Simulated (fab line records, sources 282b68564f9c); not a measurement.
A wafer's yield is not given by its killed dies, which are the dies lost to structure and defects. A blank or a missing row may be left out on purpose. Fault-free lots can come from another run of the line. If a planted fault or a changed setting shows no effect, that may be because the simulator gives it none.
Which of the tools did it? / flow rit cmos / Sampling: 14 lots, 42 wafers, 2 of 202 route steps

== WHAT THE GAUGES READ, wafer by wafer ==
The record holds no reading of a measuring or inspecting step that can be judged against a usual standard deviation.

== WHAT TOOL EACH LOT RAN ON (gives the tool, then ch and the chambers of the sampled wafers, and finally the start) ==
lot=L735; RIT_REOX_OXIDATION_03=furnace-01 ch 0, day 2 18:03; RIT_M1_PROBE_99=-
lot=L736; RIT_REOX_OXIDATION_03=furnace-03 ch 0, day 2 20:29; RIT_M1_PROBE_99=-
lot=L737; RIT_REOX_OXIDATION_03=furnace-04 ch 0, day 3 05:07; RIT_M1_PROBE_99=-
lot=L738; RIT_REOX_OXIDATION_03=furnace-03 ch 0, day 3 07:01; RIT_M1_PROBE_99=-
lot=L739; RIT_REOX_OXIDATION_03=furnace-04 ch 0, day 3 12:47; RIT_M1_PROBE_99=-
lot=L741; RIT_REOX_OXIDATION_03=furnace-03 ch 0, day 3 21:22; RIT_M1_PROBE_99=-
lot=L742; RIT_REOX_OXIDATION_03=furnace-01 ch 0, day 4 01:20; RIT_M1_PROBE_99=-
lot=L743; RIT_REOX_OXIDATION_03=furnace-01 ch 0, day 4 09:14; RIT_M1_PROBE_99=-
lot=L744; RIT_REOX_OXIDATION_03=furnace-04 ch 0, day 4 16:46; RIT_M1_PROBE_99=-
lot=L746; RIT_REOX_OXIDATION_03=furnace-04 ch 0, day 4 22:07; RIT_M1_PROBE_99=-
lot=L747; RIT_REOX_OXIDATION_03=furnace-04 ch 0, day 5 06:38; RIT_M1_PROBE_99=prober-01, day 6 01:49
lot=L748; RIT_REOX_OXIDATION_03=furnace-04 ch 0, day 5 09:11; RIT_M1_PROBE_99=prober-02, day 6 05:43
lot=L754; RIT_REOX_OXIDATION_03=furnace-01 ch 0, day 6 15:10; RIT_M1_PROBE_99=-
lot=L757; RIT_REOX_OXIDATION_03=furnace-03 ch 0, day 7 08:37; RIT_M1_PROBE_99=-
- RIT_REOX_OXIDATION_03: target thk 25.2 nm, ox time 5580 s.
- RIT_M1_PROBE_99

== AS READ BY THE TOOLS THEMSELVES (means over the sampled wafers that have a number; for cases with no such wafer, the mark the record gives instead) ==
RIT_REOX_OXIDATION_03.
lot=L735; tool=furnace-01; spike tc centre C (C)=903.6; tube_center_temp_C_max=901.9
lot=L736; tool=furnace-03; spike tc centre C (C)=901.3; tube_center_temp_C_max=902.1
lot=L737; tool=furnace-04; spike tc centre C (C)=903.9; tube_center_temp_C_max=902.3
lot=L738; tool=furnace-03; spike tc centre C (C)=903.3; tube_center_temp_C_max=902.6
lot=L739; tool=furnace-04; spike tc centre C (C)=902.6; tube_center_temp_C_max=902.0
lot=L741; tool=furnace-03; spike tc centre C (C)=901.9; tube_center_temp_C_max=902.4
lot=L742; tool=furnace-01; spike tc centre C (C)=901.3; tube_center_temp_C_max=902.3
lot=L743; tool=furnace-01; spike tc centre C (C)=903.5; tube_center_temp_C_max=901.8
lot=L744; tool=furnace-04; spike tc centre C (C)=904.5; tube_center_temp_C_max=902.5
lot=L746; tool=furnace-04; spike tc centre C (C)=903.7; tube_center_temp_C_max=902.4
lot=L747; tool=furnace-04; spike tc centre C (C)=905.0; tube_center_temp_C_max=902.2
lot=L748; tool=furnace-04; spike tc centre C (C)=904.4; tube_center_temp_C_max=902.1
lot=L754; tool=furnace-01; spike tc centre C (C)=902.4; tube_center_temp_C_max=902.5
lot=L757; tool=furnace-03; spike tc centre C (C)=901.6; tube_center_temp_C_max=902.1

RIT_M1_PROBE_99.
lot=L747; tool=prober-01; killed_at_M0_to_M3=0.0; killed at contacts=0.0; killed at front end=88; killed dies=88; killed on rim=24.3; killed open=4.3; killed short=3.7
lot=L748; tool=prober-02; killed_at_M0_to_M3=0.0; killed at contacts=0.7; killed at front end=88; killed dies=89; killed on rim=24.3; killed open=3.3; killed short=5.0

== THE ANSWER, worked out from the rows above alone ==
Rule: the lots themselves supply what counts as usual. The widest of any qualifying gaps counts: lots, ordered by their means at a reading, are off when they make up no more than a third of the lots, leave a main group of 4 or more, and stand apart from it by 3 or more times the standard deviation of that group's means. The tables above print the reading to a certain number of digits; a main group whose means all agree to those digits is not used. Also off: a lot with no number at a reading for which 4 or more lots have one. The other lots that the step has rows for count as sound. After the gauges, taken in route order, come the tools' own readings; for these a lot's mean is taken, as printed above. The first step at which some lot is off is used, and at that step the reading that is off furthest; a lot without a number counts as furthest.
No lot is off at any reading shown: from this, nothing can be told.

== WHAT HAD BEEN PUT IN BY THE SIMULATOR ==
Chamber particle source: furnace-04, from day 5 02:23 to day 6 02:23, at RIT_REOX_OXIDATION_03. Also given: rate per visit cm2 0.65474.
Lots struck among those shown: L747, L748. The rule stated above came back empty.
